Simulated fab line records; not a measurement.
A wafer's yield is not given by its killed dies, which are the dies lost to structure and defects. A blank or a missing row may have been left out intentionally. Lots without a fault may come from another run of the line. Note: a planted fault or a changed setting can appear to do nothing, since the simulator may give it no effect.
fab line records | flow berkeleyCmos170
[record] lots = 5 wafers = 15 lastDay = 13
route steps=331 shown GATE@129 M3@331
lots with no fault: from the same line, run without faults
startH: start of the lot's first displayed wafer, in hours after the record's first day | waitH: hours from the lot's prior step to this one | " as in the row above | L1.1+2: several wafers, shown together as one row | - no value, or no start was given | * or withheld: withheld | < > ~ a bound
route shown NAME@n: NAME is a module with steps in the file, n the number in the route of the first one | usual: average and standard deviation across the fault-free wafers | same: alike in all rows | chamber/n: place in a boat | sites: the reading at each site | _std_site: the values' standard deviation | _edge_site: outer sites' mean less inner sites' | radiusMm: for every site, how far away it sits from the centre of the wafer | mask NAME#n: copy n | behind: the most recent tool/chamber to have shaped the wafer | hold: what put the lot on hold/how long, in hours/how the hold closed | device: the n, p or np transistor that did not switch | end of line: the route-end tests of the same wafers | a step given without rows: its recipe and nothing more | killed: count of dies lost to structure and defects at first sort (not the wafer's yield) | map: a wafer's dies, marking killed ones x, the rest . and places with no die _
set.NAME: the setting as run; set.NAME@STEP: as run at that earlier step | model.NAME: the simulator's own value behind a step, which no gauge read
certain route steps with their lots: each step a table, each wafer a row
services: the hour from which a tool's chamber was out of use, counted from the record's first day as startH (under 0 if before that day), plus the number of hours and why
[[steps]]
[step UCB170_GATE_ANNEAL_03]
[recipe] tempC = 900 timeS = 1800 ambient = N2
[step UCB170_GATE_CVD_04]
[recipe] material = poly-Si tempC = 610 precursor = SiH4 timeS = 1440 pressureMtorr = 375 targetThkNm = 214 sih4FlowSccm = 120
[step UCB170_GATE_THK_MEAS_05]
[recipe] reads = poly-Si_of_GATE_CVD_04
[usual] GATE_POLY_THK = 214.1/2.4
// columns lot.wafer tool chamber startH waitH GATE_POLY_THK[nm]
L655.2 filmMetro-01 - 162.98 0.0 216.5
L655.3 " - " " 216.4
L655.6 " - " " 215.7
L657.1 filmMetro-01 - 182.95 0.0 216.4
L657.2 " - " " 217.1
L657.5 " - " " 214.4
L671.1 filmMetro-03 - 248.36 0.1 209.9
L671.4 " - " " 209.5
L671.6 " - " " 209.5
L675.1 filmMetro-01 - 252.13 0.0 217.6
L675.4 " - " " 218.2
L675.5 " - " " 215.3
L676.1 filmMetro-01 - 252.19 0.1 216.5
L676.3 " - " " 218.1
L676.5 " - " " 217.9
[step UCB170_GATE_COAT_06]
[recipe] resist = BARC tempC = withheld timeS = withheld spinRpm = 3000 resistThkNm = withheld
[step UCB170_GATE_COAT_07]
[recipe] resist = KrF spinRpm = 1500 resistThkNm = 900
[step UCB170_GATE_SOFTBAKE_08]
[recipe] resist = KrF tempC = 130 timeS = 60
[step UCB170_GATE_EXPOSE_09]
[recipe] maskId = POLY targetCdNm = 350 na = 0.5 sigmaOuter = 0.6 sourceShape = conventional doseMj = 21
[step UCB170_GATE_PEB_10]
[recipe] pebTempC = 130 pebTimeS = withheld resist = KrF
[step UCB170_GATE_DEVELOP_11]
[recipe] developer = TMAH developTimeS = 45 resist = KrF devTempC = 21
[step UCB170_GATE_CD_MEAS_12]
[recipe] targetCdNm = 350
[usual] cdNm = 349.8/1.1
// columns lot.wafer tool chamber startH waitH cdNm
L655.2 cdSem-01 - 164.57 - 349.7
L655.3 " - " " 350.3
L655.6 " - " " 349.5
L657.1 cdSem-02 - 184.18 - 349.3
L657.2 " - " " 348.6
L657.5 " - " " 348.3
L671.1 cdSem-02 - 250.68 - 348.9
L671.4 " - " " 349.8
L671.6 " - " " 350.2
L675.1 cdSem-02 - 254.39 - 347.7
L675.4 " - " " 346.9
L675.5 " - " " 348.4
L676.1 cdSem-01 - 254.66 - 350.2
L676.3 " - " " 350.7
L676.5 " - " " 349.9
[step UCB170_GATE_OVL_MEAS_13]
[usual] GATE_OVL = -1/6.5
// columns lot.wafer tool chamber startH waitH GATE_OVL[nm]
L655.2 overlay-01 - 164.68 0.1 -2
L655.3 " - " " 12
L655.6 " - " " -3
L657.1 overlay-02 - 184.30 0.1 -6
L657.2 " - " " -5
L657.5 " - " " -6
L671.1 overlay-02 - 250.80 0.1 6
L671.4 " - " " 11
L671.6 " - " " 8
L675.1 overlay-02 - 254.51 0.1 -3
L675.4 " - " " -9
L675.5 " - " " -10
L676.1 overlay-01 - 254.78 0.1 -4
L676.3 " - " " -10
L676.5 " - " " -8
[step UCB170_GATE_ETCH_14]
[recipe] chemistry = N2/H2 targetDepthA = withheld overetchA = withheld target = BARC timeS = withheld sourceW = 500 biasW = 100 pressureMtorr = 30 n2FlowSccm = 100 h2FlowSccm = 200
[usual] drypumpMotorCurrentA = 5.5/0.53 oesProductAu = 1.002/0.022 throttleValvePct = 13.28/0.19
// columns lot.wafer tool chamber startH waitH drypumpMotorCurrentA oesProductAu throttleValvePct
L655.2 rieDiel-03 1 164.71 0.0 5.2 1.014 13.30
L655.3 " 2 " " 5.3 1.025 13.56
L655.6 " 2 " " 5.3 1.032 13.57
L657.1 rieDiel-01 0 184.34 0.0 5.4 1.009 13.12
L657.2 " 2 " " 4.7 0.999 13.36
L657.5 " 0 " " 5.4 1.004 13.10
L671.1 rieDiel-04 0 250.84 0.0 5.8 1.019 13.12
L671.4 " 1 " " 5.5 0.982 13.52
L671.6 " 2 " " 5.1 1.024 13.08
L675.1 rieDiel-01 0 254.54 0.0 5.4 1.018 13.09
L675.4 " 2 " " 4.7 1.015 13.34
L675.5 " 1 " " 6.4 0.950 13.00
L676.1 rieDiel-01 0 254.82 0.0 5.4 1.024 13.11
L676.3 " 3 " " 5.7 0.988 13.58
L676.5 " 0 " " 5.4 1.012 13.09
[step UCB170_GATE_ETCH_15]
[recipe] chemistry = HBr/Cl2 target = poly-Si stopOn = SiO2 overEtchFrac = 0.3 icpW = 300 biasW = 150 timeS = 56.3 pressureMtorr = 15 HBr_flow_sccm = 150 Cl2_flow_sccm = 50 targetDepthA = 2782
[usual] drypumpMotorCurrentA = 5.6/0.57 oesProductAu = 0.833/0.017 overEtchFrac = 0.3/0 throttleValvePct = 26.49/0.29
// columns lot.wafer tool chamber startH waitH drypumpMotorCurrentA oesProductAu overEtchFrac rfHoursCounterH throttleValvePct model.KrF_of_GATE_COAT_07.thkNm
L655.2 rieSi-01 0 164.75 - 6.0 0.842 0.3 93 26.04 775.6
L655.3 " 3 " " 5.1 0.820 0.3 1 26.51 780
L655.6 " 0 " " 6.0 0.845 0.3 - 26.03 778.7
L657.1 rieSi-02 1 184.38 - 5.2 0.850 0.3 1 26.75 771.3
L657.2 " 2 " " 6.1 0.850 0.3 1 26.63 769.3
L657.5 " 3 " " 5.7 0.838 0.3 - 26.83 774
L671.1 rieSi-02 0 250.88 - 4.9 0.788 0.3 80 26.02 775.7
L671.4 " 3 " " 5.7 0.944 0.06 2 26.82 798.7
L671.6 " 3 " " 5.7 0.949 0.06 - 26.84 800
L675.1 rieSi-01 1 254.58 - 6.6 0.863 0.3 84 26.62 782.1
L675.4 " 0 " " 6.0 0.854 0.3 93 26.05 778.8
L675.5 " 0 " " 6.0 0.845 0.3 - 26.04 779.6
L676.1 rieSi-01 0 254.86 - 6.0 0.849 0.3 93 26.04 777.3
L676.3 " 3 " " 5.0 0.829 0.3 2 26.51 779.3
L676.5 " 2 " " 5.3 0.845 0.3 - 26.56 778
[step UCB170_GATE_STRIP_16]
[recipe] chemistry = O2 powerW = 400 pressureMtorr = 3500 platenTempC = withheld o2FlowSccm = 400 overashFraction = 0.5
[usual] drypumpMotorCurrentA = 5.5/0.44 o2FlowSccm = 399.9/1.2 oesProductAu = 0.724/0.0047
// columns lot.wafer tool chamber startH waitH drypumpMotorCurrentA o2FlowSccm oesProductAu rfHoursCounterH
L655.2 plasmaAsher-01 1 164.80 0.0 5.7 401.8 0.728 44
L655.3 " 1 " " 5.7 399.7 0.721 -
L655.6 " 1 " " 5.7 401.0 0.724 -
L657.1 plasmaAsher-03 0 184.43 0.0 5.9 399.7 0.726 37
L657.2 " 1 " " 4.9 401.4 0.724 37
L657.5 " 1 " " 4.8 401.3 0.724 -
L671.1 plasmaAsher-01 0 250.98 0.1 5.4 399.6 0.731 53
L671.4 " 1 " " 5.7 398.0 0.723 -
L671.6 " 0 " " 5.4 399.5 0.719 -
L675.1 plasmaAsher-04 0 254.63 0.0 6.0 400.2 0.723 53
L675.4 " 0 " " 6.1 400.4 0.714 -
L675.5 " 0 " " 6.0 400.1 0.732 -
L676.1 plasmaAsher-04 1 254.91 0.0 5.0 399.4 0.718 54
L676.3 " 0 " " 6.0 400.0 0.729 -
L676.5 " 1 " " 5.0 399.2 0.724 -
[step UCB170_M3_PROBE_99]
// columns lot.wafer tool chamber startH waitH model.etest.nldd.rsOhmSq model.etest.polyCombOverSteps.leakLog10AUm model.etest.antennaPoly.vtShiftV
L655.2 prober-01 - 210.54 0.2 769 -12.88 -0.006602
L655.3 prober-01 - 210.59 0.2 766.9 -12.74 -0.008541
L655.6 prober-01 - 210.74 0.3 767.4 -12.88 -0.008557
L657.1 prober-02 - 224.15 0.1 783.5 -12.79 -0.008398
L657.2 prober-02 - 224.20 0.1 786.8 -12.72 -0.007546
L657.5 prober-02 - 224.35 0.2 785 -12.75 -0.005571
L671.1 prober-02 - 299.63 0.1 774.6 -13.05 -0.01441
L671.4 prober-02 - 299.78 0.2 788.7 -5.194 -0.001338
L671.6 prober-02 - 299.88 0.2 783.3 -5.714 -0.002662
L675.1 prober-02 - 302.52 0.1 776.6 -12.76 -0.008052
L675.4 prober-02 - 302.67 0.2 772.3 -12.86 -0.006205
L675.5 prober-02 - 302.72 0.2 778.2 -12.81 -0.008535
L676.1 prober-02 - 306.41 0.1 783.2 -12.64 -0.009178
L676.3 prober-02 - 306.51 0.2 784.8 -12.87 -0.007032
L676.5 prober-02 - 306.61 0.2 778.8 -12.77 -0.01419
// killed by level:class
L655.2 START:geometricParticle:open=1 SILICIDE:geometricParticle:short=1 CONTACT:geometricParticle:open=1 V1:geometricParticle:open=1 M2:geometricParticle:short=1
L655.3 GATE:geometricParticle:open=2 SILICIDE:geometricParticle:short=1 CONTACT:geometricParticle:open=1 M1:geometricParticle:short=1 M2:geometricParticle:short=1 M3:geometricParticle:open=1
L655.6 GATE:geometricParticle:open=1 SPACER:geometricParticle:open=1 SPACER:geometricParticle:short=1
L657.1 SACOX:geometricParticle:open=1 GATE:geometricParticle:short=1 SPACER:geometricParticle:short=1 SPACER:geometricParticle:open=1 CONTACT:geometricParticle:short=1
L657.2 FIELD:geometricParticle:short=1 SPACER:geometricParticle:short=1 SILICIDE:geometricParticle:open=1
L675.1 SILICIDE:geometricParticle:short=1 M3:geometricParticle:short=1
L675.4 FIELD:geometricParticle:short=1 M3:geometricParticle:short=1
L675.5 ACTIVE:geometricParticle:open=1 M3:geometricParticle:open=1 M3:geometricParticle:short=1
L676.1 FIELD:geometricParticle:open=1 SCREENOX:geometricParticle:short=1
L676.3 START:geometricParticle:open=1 GATE:geometricParticle:short=1 SPACER:geometricParticle:short=1 SILICIDE:geometricParticle:short=1 V1:geometricParticle:open=1 ACTIVE:areaEtch=1
L676.5 GATE:geometricParticle:short=1 SPACER:geometricParticle:short=1 SILICIDE:geometricParticle:open=1 M1:geometricParticle:short=1
[[services]]
// columns tool chamber startH hours kind
rieDiel-04 2 143.10 2.1 repair
rieSi-02 3 152.50 4.7 repair
rieSi-01 2 164.37 1.0 repair
rieSi-02 - 166.09 2.8 pm
rieSi-01 0 187.27 5.4 repair
rieDiel-04 - 209.57 4.0 repair
rieDiel-03 2 213.95 - clean
rieDiel-03 2 213.95 12.3 scheduledDown
rieDiel-03 2 213.95 12.3 ventCycle
rieSi-02 2 226.97 4.8 repair
plasmaAsher-03 - 237.37 17.2 repair
rieDiel-03 0 253.96 12.5 repair
[[key]]
[firstSign] step = UCB170_GATE_ETCH_15 reading = overEtchFrac direction = down sigmas = 99+ usual = 0.3 struck = 0.06
[effect] step = UCB170_GATE_ETCH_15 reading = oesProductAu direction = up sigmas = 6.6 usual = 0.833 struck = 0.946
[modelEffect] step = UCB170_GATE_ETCH_15 value = KrF_of_GATE_COAT_07.thkNm without = 779.4 struck = 799.4
[modelEffect] step = UCB170_M3_PROBE_99 value = etest.nldd.rsOhmSq without = 770.6 struck = 786
metAt UCB170_GATE_ETCH_15
struckWafers L671.4,L671.6
sortLeftOut L671.4,L671.6
testerLeftOut L671
onsetBetween 184.38 250.88
[fault] kind = processParameterDrift tool = rieSi-02 chamber = 3 onsetH = 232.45 steps = UCB170_GATE_ETCH_15 channel = overEtchFrac offset = -0.24 shape = step endH = 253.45 stated = 0.3
// testerLeftOut: of these lots the tester's yield and bins aren't shown, on N5 and GAA mostly nor the transistor test; their killed dies are dies lost to structure and defects alone, not to doping, threshold or leakage, so they don't give the yield
// sortLeftOut: the simulated sort isn't trusted on such a fault, so these wafers' sort isn't shown, and their yield isn't known
